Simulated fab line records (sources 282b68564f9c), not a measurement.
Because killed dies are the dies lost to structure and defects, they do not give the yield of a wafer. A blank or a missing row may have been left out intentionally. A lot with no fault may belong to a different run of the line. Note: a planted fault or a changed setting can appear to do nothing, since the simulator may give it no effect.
The tool behind it: which one? :: flow rit cmos :: 39 wafers from 13 lots sampled at 2 of the route's 202 steps

WHAT EACH GAUGE READ, for each wafer
No reading from a measuring or inspecting step in the record can be judged against a usual standard deviation.

EACH LOT AND THE TOOL THAT RAN IT (in order: tool; ch and the chambers of the sampled wafers; start)
lot: L634
RIT_SPACER_ETCHBACK_05: rie diel-02 ch 1,2,3, day 3 01:40
RIT_M1_PROBE_99: -

lot: L635
RIT_SPACER_ETCHBACK_05: rie diel-03 ch 0,1,2, day 3 04:20
RIT_M1_PROBE_99: -

lot: L636
RIT_SPACER_ETCHBACK_05: rie diel-01 ch 0,1,2, day 3 09:14
RIT_M1_PROBE_99: -

lot: L637
RIT_SPACER_ETCHBACK_05: rie diel-01 ch 0,1, day 3 17:10
RIT_M1_PROBE_99: -

lot: L643
RIT_SPACER_ETCHBACK_05: rie diel-01 ch 0,2, day 4 23:59
RIT_M1_PROBE_99: prober-01, day 5 11:03

lot: L646
RIT_SPACER_ETCHBACK_05: rie diel-03 ch 0,1,3, day 5 16:44
RIT_M1_PROBE_99: prober-02, day 6 03:50

lot: L647
RIT_SPACER_ETCHBACK_05: rie diel-02 ch 1,3, day 5 18:39
RIT_M1_PROBE_99: prober-01, day 6 06:03

lot: L651
RIT_SPACER_ETCHBACK_05: rie diel-03 ch 0,3, day 6 12:12
RIT_M1_PROBE_99: -

lot: L652
RIT_SPACER_ETCHBACK_05: rie diel-03 ch 0,2,3, day 6 18:25
RIT_M1_PROBE_99: -

lot: L653
RIT_SPACER_ETCHBACK_05: rie diel-03 ch 0,2, day 7 01:47
RIT_M1_PROBE_99: -

lot: L654
RIT_SPACER_ETCHBACK_05: rie diel-01 ch 1,2, day 7 07:32
RIT_M1_PROBE_99: -

lot: L655
RIT_SPACER_ETCHBACK_05: rie diel-03 ch 0,1,2, day 7 08:51
RIT_M1_PROBE_99: -

lot: L657
RIT_SPACER_ETCHBACK_05: rie diel-03 ch 0,1, day 7 22:44
RIT_M1_PROBE_99: -
- RIT_SPACER_ETCHBACK_05: etches Si3N4 in SF6/CHF3, stops on SiO2, target depth 250 nm, time 240 s.
- RIT_M1_PROBE_99

WHAT THE TOOLS THEMSELVES READ (means of the sampled wafers that have a number; where no wafer has one, the mark that the record gives instead)
RIT_SPACER_ETCHBACK_05. Usual: drypump motor current A 5.5 A, standard deviation 0.48; oes product au 0.833 a.u., standard deviation 0.016; run length s 268.3 s, standard deviation 0.45; throttle valve pct 10.21 %, standard deviation 0.15.
lot: L634
tool: rie diel-02
drypump motor current A (A): 5.6
oes product au (a.u.): 0.847
run length s (s): 267.9
throttle valve pct (%): 10.31
flag: 

lot: L635
tool: rie diel-03
drypump motor current A (A): 5.4
oes product au (a.u.): 0.835
run length s (s): 268.2
throttle valve pct (%): 10.16
flag: 

lot: L636
tool: rie diel-01
drypump motor current A (A): 5.4
oes product au (a.u.): 0.824
run length s (s): 268.5
throttle valve pct (%): 10.18
flag: 

lot: L637
tool: rie diel-01
drypump motor current A (A): 5.6
oes product au (a.u.): 0.818
run length s (s): 268.3
throttle valve pct (%): 10.11
flag: 

lot: L643
tool: rie diel-01
drypump motor current A (A): 5.4
oes product au (a.u.): 0.816
run length s (s): 272.6
throttle valve pct (%): 10.19
flag: OFF

lot: L646
tool: rie diel-03
drypump motor current A (A): 5.4
oes product au (a.u.): 0.832
run length s (s): 268.3
throttle valve pct (%): 10.08
flag: 

lot: L647
tool: rie diel-02
drypump motor current A (A): 5.3
oes product au (a.u.): 0.845
run length s (s): 267.5
throttle valve pct (%): 10.38
flag: 

lot: L651
tool: rie diel-03
drypump motor current A (A): 5.8
oes product au (a.u.): 0.838
run length s (s): 267.9
throttle valve pct (%): 10.10
flag: 

lot: L652
tool: rie diel-03
drypump motor current A (A): 5.9
oes product au (a.u.): 0.837
run length s (s): 268.4
throttle valve pct (%): 10.20
flag: 

lot: L653
tool: rie diel-03
drypump motor current A (A): 5.9
oes product au (a.u.): 0.834
run length s (s): 268.4
throttle valve pct (%): 10.27
flag: 

lot: L654
tool: rie diel-01
drypump motor current A (A): 5.3
oes product au (a.u.): 0.828
run length s (s): 268.1
throttle valve pct (%): 10.21
flag: 

lot: L655
tool: rie diel-03
drypump motor current A (A): 5.5
oes product au (a.u.): 0.833
run length s (s): 268.3
throttle valve pct (%): 10.16
flag: 

lot: L657
tool: rie diel-03
drypump motor current A (A): 5.3
oes product au (a.u.): 0.830
run length s (s): 267.9
throttle valve pct (%): 10.07
flag: 

RIT_M1_PROBE_99. Usual: killed at contacts 0.0, standard deviation 0.2; killed at front end 6.6, standard deviation 2.9; killed dies 6.6, standard deviation 3; killed open 3.4, standard deviation 2; killed short 3.2, standard deviation 2.
lot: L643
tool: prober-01
killed at contacts: 0.0
killed at front end: 6.3
killed dies: 6.3
killed open: 3.7
killed short: 2.7
flag: 

lot: L646
tool: prober-02
killed at contacts: 0.0
killed at front end: 9.0
killed dies: 9.0
killed open: 5.0
killed short: 4.0
flag: 

lot: L647
tool: prober-01
killed at contacts: 0.0
killed at front end: 4.3
killed dies: 4.3
killed open: 3.0
killed short: 1.3
flag: 

THE ANSWER, worked out from the rows above alone
Rule: take the mean of a lot's wafers that have a number; if it is more than 3 standard deviations from the usual mean, the lot is off. A lot without any number at a reading at which 4 lots or more have one is off too. All remaining lots with rows at the step are treated as sound. First the gauges in route order, then the tools' own readings, where a lot's mean is used as printed above. The first step at which some lot is off is used, and at that step the reading that is off furthest; a lot without a number counts as furthest.
Off: L643, at RIT_SPACER_ETCHBACK_05 (run length s).
If a tool, at that step or one of the process steps before it, ran each lot that is off and ran no sound lot following the first of them, it fits. Not one of the candidates tried fits.

WHAT HAD BEEN PUT IN BY THE SIMULATOR
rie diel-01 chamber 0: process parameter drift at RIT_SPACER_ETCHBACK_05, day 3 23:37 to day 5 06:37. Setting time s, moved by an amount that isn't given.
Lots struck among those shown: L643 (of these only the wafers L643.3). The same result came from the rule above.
